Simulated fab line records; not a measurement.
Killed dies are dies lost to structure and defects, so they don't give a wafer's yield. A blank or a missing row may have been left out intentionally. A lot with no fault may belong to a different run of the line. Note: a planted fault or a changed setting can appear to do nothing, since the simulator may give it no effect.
fab line records | flow berkeley_cmos170
record: lots: 14 wafers: 42 last_day: 11
route steps=331 shown ACTIVE@65
lots with no fault: from the same line, run without faults
start_h: start of the lot's first displayed wafer, in hours after the record's first day | wait_h: time in hours since the lot's previous step | " repeats the value in the row above | L1.1+2: a row that stands for several wafers | - value missing, or start not given | * or withheld: withheld | < > ~ a bound
route shown NAME@n: a module of which the file shows steps, and the number in the route of the first | usual: the fault-free wafers' mean and standard deviation | same: alike in all rows | chamber/n: place in a boat | sites: the reading at each site | _std_site: how widely they spread, as a standard deviation | _edge_site: inner sites' mean taken away from outer sites' mean | radius_mm: how far each site lies from the wafer's centre | mask NAME#n: copy n | behind: tool/chamber where the wafer was last shaped | hold: cause of the lot's hold/its duration in hours/its outcome | device: the n, p or np transistor that did not switch | end of line: the same wafers' tests at the end of the route | a step given without rows: its recipe and nothing more | killed: the dies lost at the first sort to structure and to defects; this is not the yield of the wafer | map: dies across one wafer; x = killed, . = not, _ = none there
set.NAME: the setting that was run; set.NAME@STEP: the one run at that earlier step | model.NAME: the simulator's own value behind a step, which no gauge read
steps of the route over a sample of lots; a table a step, a row a wafer
services: when a tool's chamber went out of use (start_h, in hours from the record's first day, below 0 if earlier), for how many hours, and the reason
== steps ==
step: UCB170_ACTIVE_CVD_05
recipe: material: Si3N4 target_thk_nm: 220 temp_c: 800 precursor: SiH2Cl2/NH3 time_s: 3300 pressure_mtorr: 200 sih2cl2_flow_sccm: 25 nh3_flow_sccm: 75
usual: sih2cl2_flow_sccm: 24.99/0.073 spike_tc_centre_C: 802.4/1.4 spike_tc_load_C: 822.4/1.4 spike_tc_source_C: 822/3.1 susceptor_temp_C: 800.0/0.38 zone_power_load_pct: 19.3/0.69
columns lot.wafer tool chamber start_h wait_h sih2cl2_flow_sccm spike_tc_centre_C spike_tc_load_C spike_tc_source_C susceptor_temp_C zone_power_load_pct
L412.3 lpcvd-02 0 74.73 0.0 24.98 802.1 822.0 823 800.1 19.0
L412.5 " 0 " " 25.05 801.6 822.7 825 800.5 19.0
L412.6 " 0 " " 24.93 800.8 822.9 824 800.2 18.9
L414.1 lpcvd-01 1 82.53 1.2 25.08 800.5 823.2 817 800.5 19.7
L414.5 " 1 " " 24.96 801.2 822.3 819 800.7 19.8
L414.6 " 1 " " 24.97 802.4 823.0 818 800.3 19.6
L415.1 lpcvd-02 0 86.76 0.0 25.10 801.2 823.0 824 799.9 18.9
L415.3 " 0 " " 25.09 801.5 822.7 824 800.4 19.1
L415.5 " 0 " " 25.12 801.5 822.7 824 799.4 19.1
L417.2 lpcvd-02 1 91.80 0.4 25.08 803.4 823.9 825 800.1 19.7
L417.3 " 1 " " 25.06 800.7 824.0 827 800.1 20.1
L417.4 " 1 " " 25.02 802.8 825.1 826 800.3 20.0
L420.1 lpcvd-02 1 122.98 0.0 24.99 828.3 851.4 852 827.3 21.3
L420.3 " 1 " " 25.02 828.2 851.7 854 826.7 21.5
L420.6 " 1 " " 24.90 830.3 854.3 852 827.0 21.3
L421.1 lpcvd-02 1 122.98 0.0 25.07 829.0 852.2 852 827.7 21.8
L421.2 " 1 " " 25.13 828.1 851.2 853 827.6 21.5
L421.5 " 1 " " 24.92 828.5 851.0 853 828.1 21.9
L425.4 lpcvd-01 1 140.96 2.6 24.98 800.9 823.3 816 799.9 20.0
L425.5 " 1 " " 24.99 801.9 819.9 817 800.0 19.7
L425.6 " 1 " " 25.02 800.1 821.5 818 800.4 20.0
L426.1 lpcvd-01 1 152.03 0.1 24.86 801.0 822.4 819 799.9 19.8
L426.5 " 1 " " 24.98 802.7 822.0 820 799.7 20.1
L426.6 " 1 " " 24.98 802.7 822.9 818 799.1 19.9
L428.2 lpcvd-01 0 152.03 0.1 24.99 804.5 822.4 824 800.1 18.6
L428.3 " 0 " " 24.97 805.2 821.1 824 800.2 18.0
L428.6 " 0 " " 24.99 805.0 821.6 825 800.4 18.0
L427.3 lpcvd-01 0 163.19 1.8 24.98 804.7 820.7 826 800.6 18.4
L427.5 " 0 " " 24.90 804.4 820.3 824 799.6 18.3
L427.6 " 0 " " 24.94 804.5 819.8 824 800.2 18.1
L429.1 lpcvd-01 0 163.19 1.8 24.91 805.4 820.4 825 799.3 18.5
L429.2 " 0 " " 24.93 802.7 820.9 825 799.4 18.3
L429.4 " 0 " " 25.06 804.7 823.7 825 799.3 18.6
L430.4 lpcvd-01 0 169.55 0.0 25.09 803.0 821.1 823 800.1 18.4
L430.5 " 0 " " 25.09 803.9 820.5 824 800.1 18.1
L430.6 " 0 " " 25.05 805.5 820.4 825 800.0 18.3
L431.1 lpcvd-01 1 169.55 0.0 25.04 803.3 821.9 819 800.1 19.8
L431.5 " 1 " " 25.00 802.9 822.0 819 800.5 19.6
L431.6 " 1 " " 24.94 801.6 822.1 819 800.5 19.9
L432.1 lpcvd-01 1 169.55 0.0 25.00 802.7 820.6 817 799.8 19.7
L432.4 " 1 " " 24.94 802.3 821.5 818 799.6 19.9
L432.6 " 1 " " 25.03 800.8 820.8 818 799.5 19.8
step: UCB170_ACTIVE_THK_MEAS_06
recipe: reads: Si3N4_of_ACTIVE_CVD_05
usual: ACTIVE_NITRIDE_THK: 220.4/2.1
columns lot.wafer tool chamber start_h wait_h hold ACTIVE_NITRIDE_THK[nm]
L412.3 film_metro-04 - 76.72 0.1 - 220.1
L412.5 " - " " - 219.3
L412.6 " - " " - 218.6
L414.1 film_metro-02 - 84.44 0.0 - 224.4
L414.5 " - " " - 222.5
L414.6 " - " " - 223.6
L415.1 film_metro-03 - 88.68 0.0 - 218.7
L415.3 " - " " - 216.4
L415.5 " - " " - 218.3
L417.2 film_metro-02 - 93.72 0.0 - 218.8
L417.3 " - " " - 218.8
L417.4 " - " " - 219.4
L420.1 film_metro-04 - 124.90 0.0 await_dispo/0.2h/release 356.3
L420.3 " - " " await_dispo/0.2h/release 356.4
L420.6 " - " " await_dispo/0.2h/release 354.9
L420.1 film_metro-04 - 125.18 0.3 - 356.3
L420.3 " - " " - 356.3
L420.6 " - " " - 355.2
L421.1 film_metro-03 - 124.90 0.0 await_dispo/0.2h/release 354.7
L421.2 " - " " await_dispo/0.2h/release 352.8
L421.5 " - " " await_dispo/0.2h/release 355.0
L421.1 film_metro-03 - 125.18 0.3 - 354.9
L421.2 " - " " - 352.8
L421.5 " - " " - 354.9
L425.4 film_metro-03 - 142.90 0.0 - 219.1
L425.5 " - " " - 219.9
L425.6 " - " " - 219.7
L426.1 film_metro-04 - 153.95 0.0 - 220.7
L426.5 " - " " - 221.5
L426.6 " - " " - 223.8
L428.2 film_metro-02 - 153.96 0.0 - 222.8
L428.3 " - " " - 225.0
L428.6 " - " " - 224.5
L429.1 film_metro-04 - 165.11 0.0 - 222.3
L429.2 " - " " - 222.5
L429.4 " - " " - 222.4
L427.3 film_metro-02 - 165.13 0.0 - 222.2
L427.5 " - " " - 221.6
L427.6 " - " " - 220.3
L431.1 film_metro-03 - 171.46 0.0 - 221.4
L431.5 " - " " - 223.9
L431.6 " - " " - 222.8
L432.1 film_metro-04 - 171.46 0.0 - 218.3
L432.4 " - " " - 218.8
L432.6 " - " " - 219.1
L430.4 film_metro-02 - 171.52 0.1 - 221.4
L430.5 " - " " - 220.5
L430.6 " - " " - 221.7
== services ==
columns tool chamber start_h hours kind
lpcvd-02 - 128.08 14.6 pm
== key ==
first_sign: step: UCB170_ACTIVE_CVD_05 reading: susceptor_temp_C direction: up sigmas: 72 usual: * struck: *
effect: step: UCB170_ACTIVE_CVD_05 reading: spike_tc_load_C direction: up sigmas: 21 usual: 822.4 struck: 852.0
effect: step: UCB170_ACTIVE_THK_MEAS_06 reading: visit direction: added
effect: step: UCB170_ACTIVE_THK_MEAS_06 reading: ACTIVE_NITRIDE_THK direction: up sigmas: 66 usual: 220.4 struck: 355.0
met_at UCB170_ACTIVE_CVD_05
struck_lots L420,L421
scrapped_behind UCB170_ACTIVE_THK_MEAS_06 L420.1,L420.3,L420.6,L421.1,L421.2,L421.5
onset_between 91.80 122.98
fault: kind: process_parameter_drift tool: lpcvd-02 chamber: - onset_h: 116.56 steps: UCB170_ACTIVE_CVD_05 channel: temp_c offset: * shape: step end_h: 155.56 acts_in: * stated: *
